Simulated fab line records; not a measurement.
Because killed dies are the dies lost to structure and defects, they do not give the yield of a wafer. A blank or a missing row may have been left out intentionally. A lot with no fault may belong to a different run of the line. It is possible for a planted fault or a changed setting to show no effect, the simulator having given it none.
Commonality check across tools -- flow rit cmos -- Sampled: 14 lots, 42 wafers

== REASON FOR OPENING ==
2 of 14 lots carry a flag on the reading FIELD_OXIDE_LEFT_2_THK at RIT_FOX2_THK_MEAS_91. Fault-free wafers read 254 nm, with a standard deviation of 6.6.
Rule: a lot is flagged in two cases, either no wafer of it has a number, or all its wafers with numbers fall more than 4 standard deviations from that mean. The other lots count as sound.

lot,measured,on,"FIELD_OXIDE_LEFT_2_THK (nm), wafer by wafer",flag
L650,day 2 15:09,film metro-03,270 272 272,
L651,day 2 19:43,film metro-03,260 263 252,
L652,day 3 00:06,film metro-01,268 269 259,
L653,day 3 04:24,film metro-02,245 249 251,
L654,day 3 10:44,film metro-02,259 253 260,
L655,day 3 14:20,film metro-03,315 303 308,FLAGGED
L656,day 3 22:56,film metro-01,309 308 307,FLAGGED
L657,day 4 03:23,film metro-01,250 252 252,
L661,day 4 22:22,film metro-01,260 265 264,
L666,day 6 00:05,film metro-02,255 255 254,
L667,day 6 03:37,film metro-01,255 262 262,
L668,day 6 07:46,film metro-03,257 260 255,
L669,day 6 14:26,film metro-02,251 248 252,
L672,day 7 05:01,film metro-02,247 242 252,
On average the flagged lots' numbers are 308 nm, which is +54 nm against the usual, or +8 standard deviations.

== LOT BY LOT: THE TOOL USED ==
The record holds 1 process step before the reading, out of a route of 202 steps. In each cell: the tool, then ch and the chambers that the sampled wafers went through, then the start.
lot,flag,RIT_GATE_WET_ETCH_00
L650,,"wet bench-01 ch 3, day 2 14:42"
L651,,"wet bench-04 ch 0, day 2 19:07"
L652,,"wet bench-03 ch 1, day 2 23:38"
L653,,"wet bench-04 ch 0, day 3 03:59"
L654,,"wet bench-01 ch 3, day 3 10:16"
L655,FLAGGED,"wet bench-04 ch 1, day 3 13:53"
L656,FLAGGED,"wet bench-01 ch 0, day 3 22:29"
L657,,"wet bench-01 ch 1, day 4 02:58"
L661,,"wet bench-03 ch 1, day 4 21:55"
L666,,"wet bench-04 ch 2, day 5 23:35"
L667,,"wet bench-04 ch 2, day 6 03:12"
L668,,"wet bench-01 ch 1, day 6 07:21"
L669,,"wet bench-01 ch 1, day 6 14:00"
L672,,"wet bench-04 ch 2, day 7 04:32"
What the steps here do:
- RIT_GATE_WET_ETCH_00: etches SiO2 in BOE, target depth 56 nm, time 60 s.
- RIT_FOX2_THK_MEAS_91

== FLAGGED AGAINST TOTAL, ONE TOOL AT A TIME (gauges that did the reading follow at the end) ==
step,tool,lots run,flagged,share of the flagged lots,sound lots run after its first flagged lot
RIT_GATE_WET_ETCH_00,wet bench-01,6,1,some,"3 (L657,L668,L669)"
RIT_GATE_WET_ETCH_00,wet bench-03,2,0,none,-
RIT_GATE_WET_ETCH_00,wet bench-04,6,1,some,"3 (L666,L667,L672)"
RIT_FOX2_THK_MEAS_91,film metro-01,5,1,some,"3 (L657,L661,L667)"
RIT_FOX2_THK_MEAS_91,film metro-02,5,0,none,-
RIT_FOX2_THK_MEAS_91,film metro-03,4,1,some,1 (L668)

== WHAT THE TABLE PERMITS ==
No row of the table ran every flagged lot.

== WHAT HAD BEEN PUT IN BY THE SIMULATOR ==
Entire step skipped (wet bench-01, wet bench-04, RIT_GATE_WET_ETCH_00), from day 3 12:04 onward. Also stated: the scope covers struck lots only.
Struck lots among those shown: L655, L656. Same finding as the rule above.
